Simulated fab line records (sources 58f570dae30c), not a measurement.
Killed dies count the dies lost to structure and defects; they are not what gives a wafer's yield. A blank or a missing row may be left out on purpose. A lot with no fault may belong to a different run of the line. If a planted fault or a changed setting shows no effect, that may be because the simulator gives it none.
Check for tools in common -- flow berkeley cmos170 -- Sample size 14 lots and 48 wafers

WHAT PROMPTED THE OPENING
2 of 14 lots carry a flag on the reading PLDD_TW at UCB170_PLDD_TW_MEAS_11. Fault-free wafers read 1011, with a standard deviation of 8.8.
Rule: a lot gets a flag if all its wafers with a number sit over 4 standard deviations from that mean, or if no wafer of it has a number. As for the other lots, they are considered sound.

lot,measured,on,"PLDD_TW, wafer by wafer",flag
L565,day 6 04:46,film metro-03,1006 1005 1004,
L568,day 6 05:01,film metro-03,1006 1008 1007,
L570,day 6 20:44,film metro-03,1008 1004 1005,
L571,day 6 20:58,film metro-02,1027 1022 1024,
L573,day 7 09:53,film metro-02,1014 1016 1021,
L572,day 7 10:07,film metro-02,1022 1021 1023,
L575,day 7 19:07,film metro-02,1021 1023 1027,
L574,day 7 19:38,film metro-03,1009 1010 1007,
L579,day 8 17:08,film metro-02,1427 1434 1424 1428 1430 1429,FLAGGED
L578,day 8 17:23,film metro-03,1008 1005 1006,
L580,day 9 03:33,film metro-01,1405 1413 1413 1408 1400 1399,FLAGGED
L583,day 9 15:05,film metro-01,1005 998 1001,
L586,day 10 13:34,film metro-03,1008 1001 1005,
L588,day 10 21:43,film metro-02,1020 1015 1023,
The mean of the flagged lots' numbers is 1418, +406 from the usual (+46 standard deviations).

WHICH TOOL EACH LOT WENT THROUGH
The record keeps 1 process step preceding the reading, out of 331 steps on the route. Read each cell as the tool, then ch plus the chambers that the sampled wafers visited, then the start.
lot,flag,UCB170_PLDD_IMPLANT_08
L565,,"implanter-03 ch 0, day 6 04:23"
L568,,"implanter-04 ch 0, day 6 04:37"
L570,,"implanter-04 ch 0, day 6 20:20"
L571,,"implanter-01 ch 0, day 6 20:35"
L573,,"implanter-03 ch 0, day 7 09:31"
L572,,"implanter-04 ch 0, day 7 09:45"
L575,,"implanter-03 ch 0, day 7 18:44"
L574,,"implanter-04 ch 0, day 7 19:16"
L579,FLAGGED,"implanter-03 ch 0, day 8 16:44"
L578,,"implanter-04 ch 0, day 8 17:01"
L580,FLAGGED,"implanter-03 ch 0, day 9 03:09"
L583,,"implanter-04 ch 0, day 9 14:42"
L586,,"implanter-04 ch 0, day 10 13:10"
L588,,"implanter-04 ch 0, day 10 21:20"
What these steps do:
- UCB170_PLDD_IMPLANT_08
- UCB170_PLDD_TW_MEAS_11

FLAGGED AGAINST TOTAL, ONE TOOL AT A TIME (gauges that did the reading follow at the end)
step,tool,lots run,flagged,share of the flagged lots,sound lots run after its first flagged lot
UCB170_PLDD_IMPLANT_08,implanter-01,1,0,none,-
UCB170_PLDD_IMPLANT_08,implanter-03,5,2,all,0
UCB170_PLDD_IMPLANT_08,implanter-04,8,0,none,-
UCB170_PLDD_TW_MEAS_11,film metro-01,2,1,some,1 (L583)
UCB170_PLDD_TW_MEAS_11,film metro-02,6,1,some,1 (L588)
UCB170_PLDD_TW_MEAS_11,film metro-03,6,0,none,-

THE TABLE: WHAT IT ALLOWS
1 row of the table ran every flagged lot: implanter-03 at UCB170_PLDD_IMPLANT_08.
- implanter-03 at UCB170_PLDD_IMPLANT_08 ran 5 lots, 2 of them flagged. It ran its last sound lot, L575, at day 7 18:44 and its first flagged lot, L579, at day 8 16:44: a fault with its onset between the two fits. Its own readings lie more than 4 standard deviations out on every wafer of the flagged lots: beam on s, dose ions cm2, faraday current uA.
What remains is a single tool, implanter-03 at UCB170_PLDD_IMPLANT_08.

WHAT HAD BEEN PUT IN BY THE SIMULATOR
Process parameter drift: implanter-03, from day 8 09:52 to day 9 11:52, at UCB170_PLDD_IMPLANT_08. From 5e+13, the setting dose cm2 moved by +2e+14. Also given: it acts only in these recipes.
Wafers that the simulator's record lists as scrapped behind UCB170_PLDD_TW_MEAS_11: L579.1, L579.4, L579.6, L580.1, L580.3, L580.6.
Shown lots that were struck: L579, L580. This agrees with what the rule above found.
